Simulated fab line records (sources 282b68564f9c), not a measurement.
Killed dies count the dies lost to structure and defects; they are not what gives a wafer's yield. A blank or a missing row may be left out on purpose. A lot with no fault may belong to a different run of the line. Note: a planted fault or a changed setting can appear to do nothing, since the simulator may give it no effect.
A lot that was struck, set against a sound lot ; flow rit_cmos ; 21 steps out of a route of 202
Sound: these wafers, L371.1, L371.4, L371.6. The struck wafers were L376.3, L376.5, L376.6. The cause is named last.
For every step that has rows: the tool of each side, followed by ch and its chambers, followed by its first start. Under that, the readings that differ: sound wafers ; struck wafers ; difference of the means ; sigmas: that difference in standard deviations of wafers without a fault.
alike: readings whose means differ by less than 2 such deviations, and words and numbers that are the same on both sides. not compared: withheld readings, readings that some wafer has no value for, bounds like >300 that may hide the same value, and numbers for which the record gives no deviation and whose values overlap.
A row with sigmas, a row that says differs or no value, or rows on one side alone: a step with any of these is where the two part. Numbers that have no deviation but don't overlap get no sigmas and don't part them. A reading that every wafer of one side lacks parts them only if that side has two wafers or more.

first, 3 steps without rows for these wafers: RIT_GATE_CLEAN_02 (cleans in dHF, time 30 s); RIT_GATE_CLEAN_03 (cleans in SC2, time 600 s); RIT_GATE_CLEAN_04 (cleans in dHF, time 60 s).
RIT_FOX2_THK_MEAS_91:
  struck on film_metro-03, day 4 00:47; sound on film_metro-04, day 3 00:17
  alike: FIELD_OXIDE_LEFT_2_THK
then, 2 steps without rows for these wafers: RIT_GATE_OXIDATION_05 (target thk 3 nm, ox time 270 s); RIT_GATE_ANNEAL_06 (time 600 s).
RIT_GATE_THK_MEAS_07:
  struck on film_metro-03, day 4 02:46; sound on film_metro-03, day 3 01:46
  alike: GATE_OXIDE_THK
then, 1 step without rows for these wafers: RIT_GATE_CVD_08 (deposits poly-Si from SiH4, target thk 250 nm, time 2220 s).
RIT_GATE_THK_MEAS_09:
  struck on film_metro-01, day 4 04:27; sound on film_metro-01, day 3 04:15
  alike: GATE_POLY_THK
then, 3 steps without rows for these wafers: RIT_GATE_HMDS_10 (prime time 60 s); RIT_GATE_COAT_11 (resist thk 850 nm); RIT_GATE_SOFTBAKE_12 (time 60 s).
RIT_GATE_EXPOSE_13: exposes mask M6, target cd 150 nm.
  sound on iline_stepper-01 ch 0, day 3 04:46; struck on iline_stepper-02 ch 0, day 4 05:12
reading;sound;struck;difference;sigmas
mask;M6#0 M6#0 M6#0;M6_R1#0 M6_R1#0 M6_R1#0;differs;
  alike: stage_vel_mm_s
then, 2 steps without rows for these wafers: RIT_GATE_PEB_14; RIT_GATE_DEVELOP_15 (develop time 50 s).
RIT_GATE_CD_MEAS_16: target cd 150 nm.
  struck on cd_sem-01, day 4 05:43; sound on cd_sem-02, day 3 05:10
reading;sound;struck;difference;sigmas
cd_nm (nm);153.0 151.5 153.7;167.5 168.4 164.6;+14.1;+6
RIT_GATE_OVL_MEAS_17:
  struck on overlay-02, day 4 05:48; sound on overlay-02, day 3 05:17
reading;sound;struck;difference;sigmas
GATE_OVL (nm);-1.6 -0.7 -1.6;2.3 1.7 3.7;+3.9;+3
then, 1 step without rows for these wafers: RIT_GATE_HARDBAKE_18 (time 60 s).
RIT_GATE_ETCH_19: etches poly-Si in SF6/CHF3/O2, stops on SiO2, time 165 s, target depth 312.5 nm.
  sound on rie_si-01 ch 0,2, day 3 05:28; struck on rie_si-02 ch 0,2,3, day 4 05:58
reading;sound;struck;difference;sigmas
drypump_motor_current_A (A);6.6 5.8 6.6;5.5 5.2 4.9;-1.1;-2
model.GATE.cd_nm (nm);153 151.8 153.4;168 168.4 164.9;+14;
  alike: SF6_flow_sccm, oes_product_au, throttle_valve_pct
  not compared: rf_hours_counter_h
RIT_GATE_STRIP_20: strips in O2, time 180 s.
  sound on plasma_asher-03 ch 0,1, day 3 05:34; struck on plasma_asher-01 ch 0,1, day 4 06:08
reading;sound;struck;difference;sigmas
drypump_motor_current_A (A);6.5 6.5 5.7;5.2 5.3 5.2;-1.0;-2
  not compared: rf_hours_counter_h
RIT_M1_PROBE_99:
  struck on prober-01, day 5 01:41; sound on prober-02, day 4 01:33
reading;sound;struck;difference;sigmas
model.etest.pmos_0p3.r_on_ohm_um;6184 6127 6342;6612 6536 6615;+370;
model.etest.pmos_0p15.r_on_ohm_um;2777 2730 2855;3097 3074 3037;+282;
model.etest.pmos_turned.r_on_ohm_um;3376 3309 3490;3681 3656 3604;+255;
model.etest.nmos_0p15.r_on_ohm_um;1129 1123 1173;1232 1207 1211;+75;
model.etest.nmos_0p3.r_on_ohm_um;2139 2109 2196;2242 2228 2244;+90;
model.etest.nmos_0p15.drive_ua_um;467.4 476.1 460.6;405.9 408.9 414.1;-58.4;
model.etest.pmos_0p15.drive_ua_um;254.1 262.5 247.9;221.4 223.1 227.3;-30.9;
model.etest.nmos_turned.drive_ua_um;342.3 349.7 335.1;310.9 311.3 317.4;-29.2;
  alike: killed_at_contacts, killed_at_front_end, killed_dies, killed_open, killed_short

WHERE THEY PART
Last at RIT_GATE_STRIP_20 as far as this record goes, first at RIT_GATE_EXPOSE_13. Later steps at which nothing parts them and some readings are alike: RIT_M1_PROBE_99.

WHY: whatever the simulator had introduced
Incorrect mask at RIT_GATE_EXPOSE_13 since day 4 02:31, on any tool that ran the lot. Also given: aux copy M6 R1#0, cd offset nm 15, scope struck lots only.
